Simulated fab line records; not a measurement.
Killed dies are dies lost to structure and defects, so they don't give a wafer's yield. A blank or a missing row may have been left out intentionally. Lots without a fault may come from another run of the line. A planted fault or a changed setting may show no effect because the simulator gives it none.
Which tool was responsible? || flow rit cmos || 13 lots, 39 wafers sampled, at 1 step of a route of 202

WHAT THE GAUGES SHOWED, per wafer
RIT_FOX2_THK_MEAS_01.
{"lot": "L672", "measured": "day 2 04:44", "on": "film metro-01", "FOX2_OXIDE_THK (nm)": "354 352 352"}
{"lot": "L673", "measured": "day 2 09:41", "on": "film metro-02", "FOX2_OXIDE_THK (nm)": "357 358 356"}
{"lot": "L674", "measured": "day 2 14:38", "on": "film metro-01", "FOX2_OXIDE_THK (nm)": "350 342 341"}
{"lot": "L675", "measured": "day 2 18:29", "on": "film metro-01", "FOX2_OXIDE_THK (nm)": "345 349 351"}
{"lot": "L676", "measured": "day 2 21:08", "on": "film metro-03", "FOX2_OXIDE_THK (nm)": "352 341 348"}
{"lot": "L677", "measured": "day 3 03:24", "on": "film metro-03", "FOX2_OXIDE_THK (nm)": "341 344 338"}
{"lot": "L678", "measured": "day 3 12:55", "on": "film metro-01", "FOX2_OXIDE_THK (nm)": "354 355 357"}
{"lot": "L679", "measured": "day 3 18:32", "on": "film metro-01", "FOX2_OXIDE_THK (nm)": "336 334 338"}
{"lot": "L680", "measured": "day 3 18:32", "on": "film metro-02", "FOX2_OXIDE_THK (nm)": "332 341 338"}
{"lot": "L681", "measured": "day 3 23:31", "on": "film metro-01", "FOX2_OXIDE_THK (nm)": "348 346 353"}
{"lot": "L683", "measured": "day 4 09:10", "on": "film metro-02", "FOX2_OXIDE_THK (nm)": "348 344 340"}
{"lot": "L692", "measured": "day 6 04:28", "on": "film metro-02", "FOX2_OXIDE_THK (nm)": "347 355 351"}
{"lot": "L693", "measured": "day 6 11:57", "on": "film metro-02", "FOX2_OXIDE_THK (nm)": "336 339 340"}

WHAT TOOL EACH LOT RAN ON (gives the tool, then ch and the chambers of the sampled wafers, and finally the start)
Before these readings, the record contains no process step.

WHAT THE TOOLS THEMSELVES READ (means of the sampled wafers that have a number; where no wafer has one, the mark that the record gives instead)
The record holds no such reading with a usual standard deviation.

THE ANSWER, worked out from the rows above alone
Rule: usual is defined by the lots themselves. The widest of any qualifying gaps counts: lots, ordered by their means at a reading, are off when they make up no more than a third of the lots, leave a main group of 4 or more, and stand apart from it by 3 or more times the standard deviation of that group's means. The tables above print the reading to a certain number of digits; a main group whose means all agree to those digits is not used. A lot without any number at a reading at which 4 lots or more have one is off too. Where the step has rows for the other lots, those lots are counted as sound. Order of review: gauges by route order, followed by the tools' own readings, for which a lot's mean as printed above is used. At the first step where some lot is off, the reading lying furthest off is the one used; lots without a number count as furthest.
Nothing can be told from this: no lot is off at any reading shown.

WHAT THE SIMULATOR PUT IN
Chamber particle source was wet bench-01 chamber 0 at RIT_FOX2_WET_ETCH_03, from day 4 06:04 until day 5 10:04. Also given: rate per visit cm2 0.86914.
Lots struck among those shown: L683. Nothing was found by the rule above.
